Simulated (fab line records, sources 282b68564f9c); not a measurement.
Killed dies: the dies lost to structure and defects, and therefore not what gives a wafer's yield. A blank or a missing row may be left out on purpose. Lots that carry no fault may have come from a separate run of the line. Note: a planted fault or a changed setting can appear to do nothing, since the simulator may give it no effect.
Chamber matching | flow rit cmos | RIT_ACTIVE_ETCH_13 on rie diel-03 has 4 sister chambers
The step etches Si3N4 in SF6, stops on SiO2, time 201.2 s, target depth 210 nm. 4 wafers are shown with their chamber, then 6 later ones without.

EACH WAFER AND ITS CHAMBER
wafer  | chamber | throttle valve pct (%)
L287.1 | 3       | 7.50
L289.5 | 2       | 7.51
L292.2 | 1       | 7.68
L292.3 | 0       | 7.57

WAFERS WITH NO CHAMBER GIVEN
wafer  | throttle valve pct (%)
L292.5 | 7.50
L293.2 | 7.50
L293.3 | 7.66
L293.5 | 7.66
L296.4 | 7.52
L296.6 | 7.49

EACH ONE'S CHAMBER
wafer  | from the rows above     | in truth
L292.5 | can't be placed: 3 or 2 | 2
L293.2 | can't be placed: 3 or 2 | 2
L293.3 | 1                       | 1
L293.5 | 1                       | 1
L296.4 | can't be placed: 2 or 3 | 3
L296.6 | can't be placed: 3 or 2 | 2
Correctly placed: 2 of 6. From these rows, 4 cannot be placed; in 4 the true chamber is one of the candidates. 0 placed wrongly.
How it was worked out, from the rows above alone: a wafer's distance from a chamber is the root of the sum, over the readings, of the square of ((its reading less the chamber's mean) divided by the reading's scatter). If the next closest chamber is less than 2 further off than the closest, the wafer can't be placed; otherwise it belongs to the closest. A chamber's mean is the mean of its shown wafers. The scatter: with one shown wafer a chamber, the root of the mean of the squares of how far each hidden wafer lies from its nearest shown one.
